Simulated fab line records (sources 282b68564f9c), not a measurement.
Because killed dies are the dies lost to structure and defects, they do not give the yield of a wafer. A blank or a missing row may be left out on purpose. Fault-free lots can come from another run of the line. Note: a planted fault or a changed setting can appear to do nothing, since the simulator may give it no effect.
fab line records	flow rit-cmos
record: lots: 6	wafers: 18	last-day: 8
route steps=202 shown PLDD@159 NLDD@160 SILICIDE@161 CONTACT@168 M1@202
lots with no fault: from the same line, run without faults
start-h: hours from the record's first day to the start of the lot's first wafer shown	wait-h: time in hours since the lot's previous step	" the same as in the row above	L1.1+2: one row covering several wafers at once	- either no value or no given start	* or withheld: withheld	< > ~ a bound
route shown NAME@n: names a module that has steps shown in the file, with the first one's number in the route	usual: mean/standard deviation taken from wafers without a fault	same: alike in all rows	chamber/n: place in a boat	sites: readings site by site	_std_site: standard deviation of those values	_edge_site: outer sites' mean less inner sites'	radius-mm: how far each site lies from the wafer's centre	mask NAME#n: copy n	behind: the most recent tool/chamber to have shaped the wafer	hold: why the lot was held/for how many hours/how that ended	device: names the non-switching transistor (n, p or np)	end of line: the tests these same wafers got at the end of their route	where a step has no rows: the recipe by itself	killed: at the first sort, the dies lost to defects and structure; wafer yield is something else	map: per-die view of a wafer (x killed, . not killed, _ where there is no die)
set.NAME: the setting as run; set.NAME@STEP: as run at that earlier step	model.NAME: the simulator's own value behind a step, which no gauge read
lots at selected steps of the route; one table per step, one row per wafer
services: the hour from which a tool's chamber was out of use, counted from the record's first day as start-h (under 0 if before that day), plus the number of hours and why
== steps ==
step: RIT_SDANNEAL_RS_MEAS_06
recipe: thk-meas-gauge: four-point-probe
usual: PLDD_RS: 178.9/0.45
lot.wafer	tool	chamber	start-h	wait-h	PLDD_RS[ohm/sq]
L763.3	film-metro-01	-	58.95	0.1	180.0
L763.5	"	-	"	"	180.5
L763.6	"	-	"	"	180.0
L770.3	film-metro-01	-	92.85	0.1	179.2
L770.4	"	-	"	"	179.4
L770.6	"	-	"	"	179.5
L776.1	film-metro-01	-	119.78	0.1	178.6
L776.3	"	-	"	"	178.5
L776.6	"	-	"	"	178.3
L779.2	film-metro-04	-	139.57	0.1	179.1
L779.4	"	-	"	"	178.4
L779.6	"	-	"	"	178.7
L784.2	film-metro-04	-	169.05	0.1	178.9
L784.4	"	-	"	"	179.5
L784.6	"	-	"	"	178.7
L785.4	film-metro-04	-	175.61	0.1	179.0
L785.5	"	-	"	"	179.1
L785.6	"	-	"	"	178.4
step: RIT_SDANNEAL_RS_MEAS_07
recipe: thk-meas-gauge: four-point-probe
usual: NLDD_RS: 153.2/0.55
lot.wafer	tool	chamber	start-h	wait-h	NLDD_RS[ohm/sq]
L763.3	film-metro-01	-	59.07	0.1	154.5
L763.5	"	-	"	"	154.6
L763.6	"	-	"	"	154.2
L770.3	film-metro-01	-	92.97	0.1	153.7
L770.4	"	-	"	"	153.0
L770.6	"	-	"	"	152.7
L776.1	film-metro-01	-	119.90	0.1	153.0
L776.3	"	-	"	"	152.6
L776.6	"	-	"	"	153.2
L779.2	film-metro-04	-	139.69	0.1	153.1
L779.4	"	-	"	"	152.4
L779.6	"	-	"	"	152.0
L784.2	film-metro-04	-	169.17	0.1	153.9
L784.4	"	-	"	"	153.3
L784.6	"	-	"	"	153.6
L785.4	film-metro-04	-	175.73	0.1	153.4
L785.5	"	-	"	"	153.4
L785.6	"	-	"	"	153.6
step: RIT_SILICIDE_WET_ETCH_00
recipe: chemistry: BOE	target: SiO2	target-depth-nm: 14	time-s: 15	dry: n2-spin	dilution: 10:1	temp-c: 21.5
step: RIT_SILICIDE_SPUTTER_01
recipe: material: Ti	target-thk-nm: 30	power-w: 350	chamber-pressure-pa: 0.667	gas: Ar	time-s: 240	substrate-temp-c: 25
usual: substrate-temp-c: 25.01/0.1	throttle-valve-pct: 30.4/0.98
lot.wafer	tool	chamber	start-h	wait-h	substrate-temp-c	throttle-valve-pct
L763.3	pvd-sputter-03	-	59.17	0.0	24.96	29.4
L763.5	"	-	"	"	25.16	32.7
L763.6	"	-	"	"	25.11	32.0
L770.3	pvd-sputter-03	-	93.07	0.0	24.88	32.0
L770.4	"	-	"	"	24.94	29.3
L770.6	"	-	"	"	25.02	29.2
L776.1	pvd-sputter-04	-	120.04	0.0	24.77	29.5
L776.3	"	-	"	"	25.11	30.3
L776.6	"	-	"	"	25.08	29.7
L779.2	pvd-sputter-02	-	139.81	0.0	25.16	31.0
L779.4	"	-	"	"	25.11	28.8
L779.6	"	-	"	"	25.13	29.6
L784.2	pvd-sputter-04	-	169.37	0.0	25.06	29.5
L784.4	"	-	"	"	24.96	30.2
L784.6	"	-	"	"	25.04	31.0
L785.4	pvd-sputter-03	-	175.80	0.0	25.04	29.4
L785.5	"	-	"	"	24.93	29.4
L785.6	"	-	"	"	24.85	32.4
step: RIT_SILICIDE_RS_MEAS_02
recipe: thk-meas-gauge: four-point-probe	reads: Ti_of_SILICIDE_SPUTTER_01
usual: SILICIDE_TI_RS: 48.1/0.76
lot.wafer	tool	chamber	start-h	wait-h	SILICIDE_TI_RS[ohm/sq]
L763.3	film-metro-03	-	59.36	0.1	47.5
L763.5	"	-	"	"	47.3
L763.6	"	-	"	"	47.1
L770.3	film-metro-02	-	93.26	0.1	46.9
L770.4	"	-	"	"	46.9
L770.6	"	-	"	"	47.0
L776.1	film-metro-04	-	120.19	0.1	49.1
L776.3	"	-	"	"	48.6
L776.6	"	-	"	"	48.9
L779.2	film-metro-02	-	139.98	0.1	47.4
L779.4	"	-	"	"	47.3
L779.6	"	-	"	"	47.6
L784.2	film-metro-04	-	169.54	0.1	48.8
L784.4	"	-	"	"	48.3
L784.6	"	-	"	"	48.2
L785.4	film-metro-02	-	176.01	0.1	47.3
L785.5	"	-	"	"	47.1
L785.6	"	-	"	"	47.3
step: RIT_SILICIDE_THK_MEAS_03
recipe: thk-meas-gauge: xrf	reads: Ti_of_SILICIDE_SPUTTER_01
usual: SILICIDE_TI_THK: 30.4/0.41
lot.wafer	tool	chamber	start-h	wait-h	SILICIDE_TI_THK[nm]
L763.3	film-metro-03	-	59.46	0.1	30.8
L763.5	"	-	"	"	30.9
L763.6	"	-	"	"	30.9
L770.3	film-metro-02	-	93.36	0.1	31.2
L770.4	"	-	"	"	31.2
L770.6	"	-	"	"	31.0
L776.1	film-metro-04	-	120.31	0.1	29.8
L776.3	"	-	"	"	29.9
L776.6	"	-	"	"	29.9
L779.2	film-metro-02	-	140.09	0.1	30.6
L779.4	"	-	"	"	30.7
L779.6	"	-	"	"	30.6
L784.2	film-metro-04	-	169.65	0.1	29.9
L784.4	"	-	"	"	30.0
L784.6	"	-	"	"	30.2
L785.4	film-metro-02	-	176.10	0.1	31.0
L785.5	"	-	"	"	31.0
L785.6	"	-	"	"	30.8
step: RIT_SILICIDE_RTA_04
recipe: temp-c: 650	time-s: 10	idle-temp-c: 25	ramp-up-s: 5	ramp-down-s: 5	cool-to-c: 25	ambient: N2
usual: wafer_temp_C_max: 653.0/0.77
lot.wafer	tool	chamber	start-h	wait-h	wafer_temp_C_max
L763.3	rtp-anneal-02	0	59.53	0.1	652.0
L763.5	"	0	"	"	651.8
L763.6	"	0	"	"	652.3
L770.3	rtp-anneal-01	0	93.42	0.1	654.4
L770.4	"	0	"	"	653.9
L770.6	"	0	"	"	652.9
L776.1	rtp-anneal-02	0	120.37	0.1	652.5
L776.3	"	0	"	"	652.1
L776.6	"	0	"	"	652.3
L779.2	rtp-anneal-01	0	140.15	0.1	653.0
L779.4	"	0	"	"	653.6
L779.6	"	0	"	"	653.0
L784.2	rtp-anneal-02	0	169.71	0.1	652.3
L784.4	"	0	"	"	652.8
L784.6	"	0	"	"	652.9
L785.4	rtp-anneal-01	0	176.16	0.1	653.5
L785.5	"	0	"	"	655.2
L785.6	"	0	"	"	653.1
step: RIT_SILICIDE_WET_ETCH_05
recipe: chemistry: SPM	target: Ti	temp-c: 90	time-s: 120	dry: n2-spin
step: RIT_SILICIDE_RTA_06
recipe: temp-c: 750	time-s: 10	idle-temp-c: 25	ramp-up-s: 5	ramp-down-s: 10	cool-to-c: 25	ambient: N2
usual: wafer_temp_C_max: 753.4/0.91
lot.wafer	tool	chamber	start-h	wait-h	wafer_temp_C_max
L763.3	rtp-anneal-01	0	59.68	0.0	753.9
L763.5	"	0	"	"	753.4
L763.6	"	0	"	"	754.2
L770.3	rtp-anneal-02	0	93.53	0.0	752.4
L770.4	"	0	"	"	752.6
L770.6	"	0	"	"	752.6
L776.1	rtp-anneal-01	0	120.48	0.0	754.1
L776.3	"	0	"	"	754.7
L776.6	"	0	"	"	754.9
L779.2	rtp-anneal-02	0	140.26	0.0	751.8
L779.4	"	0	"	"	753.2
L779.6	"	0	"	"	753.4
L784.2	rtp-anneal-01	0	169.84	0.0	752.9
L784.4	"	0	"	"	752.7
L784.6	"	0	"	"	753.4
L785.4	rtp-anneal-02	0	176.31	0.0	752.1
L785.5	"	0	"	"	752.0
L785.6	"	0	"	"	751.4
step: RIT_CONTACT_CVD_00
recipe: material: SiO2	target-thk-nm: 400	precursor: TEOS	temp-c: 390	time-s: 61	rf-w: 400
usual: heater-power-w: 320/62
lot.wafer	tool	chamber	start-h	wait-h	heater-power-w
L763.3	pecvd-03	0	59.72	0.0	343
L763.5	"	1	"	"	261
L763.6	"	2	"	"	366
L770.3	pecvd-01	2	93.57	0.0	298
L770.4	"	2	"	"	305
L770.6	"	1	"	"	411
L776.1	pecvd-01	1	120.55	0.1	339
L776.3	"	0	"	"	280
L776.6	"	1	"	"	345
L779.2	pecvd-01	1	140.31	0.0	354
L779.4	"	1	"	"	371
L779.6	"	2	"	"	276
L784.2	pecvd-03	0	169.89	0.0	350
L784.4	"	1	"	"	270
L784.6	"	2	"	"	338
L785.4	pecvd-01	2	176.37	0.0	296
L785.5	"	1	"	"	402
L785.6	"	0	"	"	290
step: RIT_CONTACT_THK_MEAS_01
recipe: reads: SiO2_of_CONTACT_CVD_00
usual: CONTACT_TEOS_THK: 399/5.4
lot.wafer	tool	chamber	start-h	wait-h	CONTACT_TEOS_THK[nm]
L763.3	film-metro-01	-	59.79	0.0	399
L763.5	"	-	"	"	405
L763.6	"	-	"	"	401
L770.3	film-metro-01	-	93.64	0.0	395
L770.4	"	-	"	"	400
L770.6	"	-	"	"	403
L776.1	film-metro-01	-	120.60	0.0	399
L776.3	"	-	"	"	403
L776.6	"	-	"	"	402
L779.2	film-metro-04	-	140.37	0.0	394
L779.4	"	-	"	"	403
L779.6	"	-	"	"	402
L784.2	film-metro-01	-	169.95	0.0	391
L784.4	"	-	"	"	402
L784.6	"	-	"	"	403
L785.4	film-metro-01	-	176.42	0.0	395
L785.5	"	-	"	"	402
L785.6	"	-	"	"	402
step: RIT_CONTACT_HMDS_02
recipe: prime-time-s: 60	prime-temp-c: 140
step: RIT_CONTACT_COAT_03
recipe: resist: NOVOLAK	spin-rpm: 3250	resist-thk-nm: 1000
lot.wafer	tool	chamber	start-h	wait-h	model.NOVOLAK_of_CONTACT_COAT_03.thk-nm
L763.3	litho-track-03	0	60.03	0.1	995
L763.5	"	0	"	"	1001
L763.6	"	0	"	"	999.1
L770.3	litho-track-04	0	93.88	0.1	998.8
L770.4	"	0	"	"	997.3
L770.6	"	0	"	"	996.7
L776.1	litho-track-04	0	120.81	0.1	1093
L776.3	"	0	"	"	1095
L776.6	"	0	"	"	1097
L779.2+6	litho-track-04	0	140.79	0.1	1093
L779.4	"	0	"	"	1096
L784.2	litho-track-03	0	170.18	0.1	1002
L784.4	"	0	"	"	1001
L784.6	"	0	"	"	1000
L785.4+5	litho-track-03	0	176.75	0.1	1003
L785.6	"	0	"	"	1002
step: RIT_CONTACT_SOFTBAKE_04
recipe: resist: NOVOLAK	temp-c: 90	time-s: 60
step: RIT_CONTACT_EXPOSE_05
recipe: mask-id: M11	na: 0.6	source-shape: conventional	sigma-outer: 0.5	target-cd-nm: 1000	dose-mj: 250
step: RIT_CONTACT_PEB_06
recipe: resist: NOVOLAK	temp-c: withheld	time-s: withheld
step: RIT_CONTACT_DEVELOP_07
recipe: resist: NOVOLAK	develop-time-s: 120	dev-temp-c: 22.43
lot.wafer	tool	chamber	start-h	wait-h	model.CONTACT.cd-nm
L763.3	litho-track-03	0	-	-	995.5
L763.5	"	0	"	"	994.8
L763.6	"	0	"	"	995.9
L770.3	litho-track-04	0	-	-	1000
L770.4	"	0	"	"	1002
L770.6	"	0	"	"	1001
L776.1	litho-track-01	0	-	-	990.3
L776.3	"	0	"	"	989.2
L776.6	"	0	"	"	987.6
L779.2	litho-track-03	0	-	-	986.7
L779.4	"	0	"	"	989.5
L779.6	"	0	"	"	989.1
L784.2	litho-track-03	0	-	-	1001
L784.4	"	0	"	"	999.1
L784.6	"	0	"	"	998.3
L785.4+5+6	litho-track-04	0	-	-	1004
step: RIT_CONTACT_CD_MEAS_08
recipe: target-cd-nm: 1000
usual: cd-nm: 1000.1/2.6
lot.wafer	tool	chamber	start-h	wait-h	cd-nm
L763.3	cd-sem-01	-	60.87	-	995.9
L763.5	"	-	"	"	994.4
L763.6	"	-	"	"	996.1
L770.3	cd-sem-02	-	94.81	-	1000.5
L770.4	"	-	"	"	1001.8
L770.6	"	-	"	"	1001.1
L776.1	cd-sem-01	-	121.62	-	990.4
L776.3	"	-	"	"	989.2
L776.6	"	-	"	"	987.4
L779.2	cd-sem-02	-	141.73	-	986.8
L779.4	"	-	"	"	989.5
L779.6	"	-	"	"	989.2
L784.2	cd-sem-01	-	170.99	-	1000.6
L784.4	"	-	"	"	999.4
L784.6	"	-	"	"	998.4
L785.4	cd-sem-02	-	177.55	-	1004.3
L785.5	"	-	"	"	1003.8
L785.6	"	-	"	"	1003.2
step: RIT_CONTACT_OVL_MEAS_09
usual: CONTACT_OVL: -0.4/1.3
lot.wafer	tool	chamber	start-h	wait-h	CONTACT_OVL[nm]
L763.3	overlay-02	-	60.96	0.1	0.9
L763.5	"	-	"	"	1.3
L763.6	"	-	"	"	1.6
L770.3	overlay-02	-	94.91	0.1	-2.0
L770.4	"	-	"	"	-1.2
L770.6	"	-	"	"	-0.7
L776.1	overlay-01	-	121.74	0.1	-1.4
L776.3	"	-	"	"	-2.2
L776.6	"	-	"	"	-0.7
L779.2	overlay-02	-	141.83	0.1	-0.5
L779.4	"	-	"	"	-0.6
L779.6	"	-	"	"	0.2
L784.2	overlay-01	-	171.10	0.1	-3.5
L784.4	"	-	"	"	-3.3
L784.6	"	-	"	"	-3.4
L785.4	overlay-02	-	177.63	0.1	-3.2
L785.5	"	-	"	"	-1.9
L785.6	"	-	"	"	0.5
step: RIT_CONTACT_HARDBAKE_10
recipe: resist: NOVOLAK	temp-c: 140	time-s: 60
step: RIT_CONTACT_ETCH_11
recipe: target-depth-a: 4800	over-etch-frac: 0.2	stop-on: TiSi2	chemistry: CHF3/CF4/Ar	target: SiO2	CHF3_flow_sccm: 50	cf4-flow-sccm: 10	Ar_flow_sccm: 100	O2_flow_sccm: 5	pressure-mtorr: 100	rf-w: 200	time-s: 320
usual: CHF3_flow_sccm: 49.99/0.13	drypump-motor-current-A: 5.7/0.6	oes-product-au: 0.993/0.014	throttle-valve-pct: 8.88/0.16
lot.wafer	tool	chamber	start-h	wait-h	CHF3_flow_sccm	drypump-motor-current-A	oes-product-au	rf-hours-counter-h	throttle-valve-pct	model.NOVOLAK_of_CONTACT_COAT_03.thk-nm	model.CONTACT.cd-nm
L763.3	rie-diel-01	2	61.14	0.1	50.14	4.7	0.989	152	8.87	768.1	995.5
L763.5	"	1	"	"	49.96	5.3	0.978	-	9.09	766.3	995
L763.6	"	2	"	"	49.90	4.7	0.991	-	8.87	771.2	995.9
L770.3	rie-diel-03	3	95.08	0.1	50.07	5.8	0.993	9	8.80	768.4	1000
L770.4	"	2	"	"	49.69	5.1	0.997	1	8.62	767.8	1002
L770.6	"	3	"	"	50.49	5.8	1.003	-	8.81	766.4	1001
L776.1	rie-diel-01	0	121.93	0.1	50.18	5.4	0.986	28	9.11	849.1	990.8
L776.3	"	1	"	"	50.01	5.3	0.982	95	9.08	848.8	989.7
L776.6	"	3	"	"	49.71	6.5	1.018	-	8.95	850.4	987.8
L779.2	rie-diel-01	3	142.26	0.1	50.15	6.5	1.005	4	8.95	847	986.6
L779.4	"	0	"	"	49.95	5.4	0.989	-	9.10	851.6	989.7
L779.6	"	1	"	"	49.92	5.3	0.973	-	9.09	845.9	989.4
L784.2	rie-diel-02	1	171.28	0.1	49.78	6.2	1.012	23	8.70	769.2	1001
L784.4	"	1	"	"	50.02	6.2	1.011	-	8.70	768.7	999.2
L784.6	"	2	"	"	49.94	6.5	0.990	-	8.87	764.9	999.1
L785.4	rie-diel-01	3	177.80	0.1	50.03	6.5	1.021	5	8.95	769	1004
L785.5	"	2	"	"	49.75	4.7	0.963	-	8.91	772.3	1003
L785.6	"	1	"	"	50.09	5.3	0.971	-	9.08	767.6	1004
step: RIT_CONTACT_STRIP_12
recipe: chemistry: O2	time-s: 180	resist: NOVOLAK	platen-temp-c: withheld	power-w: 500	pressure-mtorr: 4000	o2-flow-sccm: 4000
usual: drypump-motor-current-A: 5.8/0.49
lot.wafer	tool	chamber	start-h	wait-h	drypump-motor-current-A	rf-hours-counter-h
L763.3	plasma-asher-01	0	61.39	0.2	5.8	-
L763.5	"	1	"	"	6.3	-
L763.6	"	0	"	"	5.8	-
L770.3	plasma-asher-03	0	95.33	0.2	5.8	-
L770.4	"	1	"	"	5.1	-
L770.6	"	1	"	"	5.1	-
L776.1	plasma-asher-01	1	122.12	0.1	6.3	53
L776.3	"	0	"	"	5.7	-
L776.6	"	1	"	"	6.3	-
L779.2	plasma-asher-03	0	142.46	0.1	5.7	40
L779.4	"	1	"	"	5.1	-
L779.6	"	0	"	"	5.7	-
L784.2	plasma-asher-01	0	171.47	0.1	5.8	58
L784.4	"	0	"	"	5.8	-
L784.6	"	1	"	"	6.3	-
L785.4	plasma-asher-02	0	178.05	0.2	5.4	-
L785.5	"	0	"	"	5.4	-
L785.6	"	1	"	"	6.5	-
step: RIT_M1_PROBE_99
usual: killed_at_M0_to_M3: 0.0/0.14	killed-at-contacts: 0.1/0.3	killed-at-front-end: 6.5/2.9	killed-dies: 6.6/3	killed-open: 3.3/2	killed-short: 3.3/1.9
same: gross-dies: 264	killed_at_M4_up: 0	killed-at-back-side: 0	killed-at-other: 0
lot.wafer	tool	chamber	start-h	wait-h	killed_at_M0_to_M3	killed-at-contacts	killed-at-front-end	killed-dies	killed-open	killed-short
L763.3	prober-02	-	66.28	0.2	0	0	10	10	5	5
L763.5	prober-02	-	66.38	0.2	0	0	9	9	5	4
L763.6	prober-02	-	66.43	0.2	0	1	5	6	3	3
L770.3	prober-01	-	100.09	0.2	0	0	5	5	1	4
L770.4	prober-01	-	100.14	0.2	0	0	6	6	2	4
L770.6	prober-01	-	100.24	0.2	0	0	3	3	0	3
L776.1	prober-01	-	129.39	0.1	0	1	13	14	8	6
L776.3	prober-01	-	129.49	0.2	0	0	7	7	4	3
L776.6	prober-01	-	129.64	0.2	0	0	5	5	3	2
L779.2	prober-02	-	150.10	0.1	0	0	8	8	6	2
L779.4	prober-02	-	150.20	0.2	0	0	5	5	4	1
L779.6	prober-02	-	150.30	0.2	0	0	10	10	3	7
killed by level:class
L763.3 GATE:geometric-particle:short=5 GATE:geometric-particle:open=3 SPACER:geometric-particle:open=2
L763.5 GATE:geometric-particle:open=4 GATE:geometric-particle:short=4 FOX1:geometric-particle:open=1
L763.6 GATE:geometric-particle:short=3 FOX2:geometric-particle:open=1 SPACER:geometric-particle:open=1 CONTACT:geometric-particle:open=1
L770.3 GATE:geometric-particle:short=2 ACTIVE:geometric-particle:short=1 FOX1:geometric-particle:short=1 GATE:geometric-particle:open=1
L770.4 GATE:geometric-particle:short=2 FOX1:geometric-particle:short=1 GATE:geometric-particle:open=1 SILICIDE:geometric-particle:open=1 SILICIDE:geometric-particle:short=1
L770.6 SPACER:geometric-particle:short=2 GATE:geometric-particle:short=1
L776.1 SPACER:geometric-particle:short=3 SILICIDE:geometric-particle:open=3 FOX1:geometric-particle:short=2 REOX:geometric-particle:open=2 SPACER:geometric-particle:open=2 SILICIDE:geometric-particle:short=1 CONTACT:geometric-particle:open=1
L776.3 GATE:geometric-particle:open=2 FOX1:geometric-particle:open=1 GATE:geometric-particle:short=1 SPACER:geometric-particle:short=1 SILICIDE:geometric-particle:open=1 SILICIDE:geometric-particle:short=1
L776.6 SPACER:geometric-particle:short=2 SILICIDE:geometric-particle:open=2 SPACER:geometric-particle:open=1
L779.2 REOX:geometric-particle:open=3 GATE:geometric-particle:open=2 FOX2:geometric-particle:short=1 FOX2:geometric-particle:open=1 REOX:geometric-particle:short=1
L779.4 SPACER:geometric-particle:open=2 FOX1:geometric-particle:short=1 GATE:geometric-particle:open=1 REOX:geometric-particle:open=1
L779.6 FOX2:geometric-particle:short=2 GATE:geometric-particle:open=2 FOX1:geometric-particle:short=1 GATE:geometric-particle:short=1 REOX:geometric-particle:short=1 REOX:geometric-particle:open=1 SPACER:geometric-particle:short=1 SILICIDE:geometric-particle:short=1
== services ==
tool	chamber	start-h	hours	kind
rie-diel-02	1	36.91	5.5	repair
rie-diel-02	0	38.50	2.1	repair
rie-diel-03	2	39.61	-	clean
rie-diel-03	2	39.61	23.6	scheduled-down
rie-diel-03	2	39.61	23.6	vent-cycle
pvd-sputter-02	-	87.16	8.4	repair
pecvd-03	-	91.22	6.0	pm
rie-diel-03	3	97.68	2.4	repair
rtp-anneal-01	-	102.32	4.2	pm
pvd-sputter-04	-	105.07	0.7	repair
rie-diel-03	3	110.18	6.8	repair
pvd-sputter-04	-	114.59	4.7	repair
rie-diel-02	1	120.10	5.9	repair
pvd-sputter-04	-	124.54	1.8	repair
rie-diel-03	-	125.75	2.8	pm
pecvd-01	1	129.70	8.2	repair
rie-diel-01	2	134.55	-	clean
rie-diel-01	2	134.55	22.2	scheduled-down
rie-diel-01	2	134.55	22.2	vent-cycle
pecvd-03	0	148.17	20.0	repair
rie-diel-02	0	162.70	20.9	repair
rie-diel-03	1	174.50	-	clean
== key ==
first-sign: step: RIT_CONTACT_CD_MEAS_08	reading: cd-nm	direction: down	sigmas: 4.4	usual: 1000.1	struck: 988.8
effect none on later readings
model-effect: step: RIT_CONTACT_COAT_03	value: NOVOLAK_of_CONTACT_COAT_03.thk-nm	without: 1001	struck: 1095
model-effect: step: RIT_CONTACT_DEVELOP_07	value: CONTACT.cd-nm	without: 997.1	struck: 988.7
model-effect: step: RIT_CONTACT_ETCH_11	value: NOVOLAK_of_CONTACT_COAT_03.thk-nm	without: 767.3	struck: 848.8
met-at RIT_CONTACT_COAT_03
struck-wafers L776.1,L776.3,L776.6,L779.2,L779.4,L779.6
tester-left-out L776,L779
onset-between 93.88 120.81
fault: kind: process-parameter-drift	tool: litho-track-04	chamber: -	onset-h: 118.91	steps: RIT_CONTACT_COAT_03	channel: resist-thk-nm	offset: 93.027	shape: step	end-h: 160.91	acts-in: these-recipes-only	stated: 1000
tester-left-out: of these lots the tester's yield and bins aren't shown, on N5 and GAA mostly nor the transistor test; their killed dies are dies lost to structure and defects alone, not to doping, threshold or leakage, so they don't give the yield
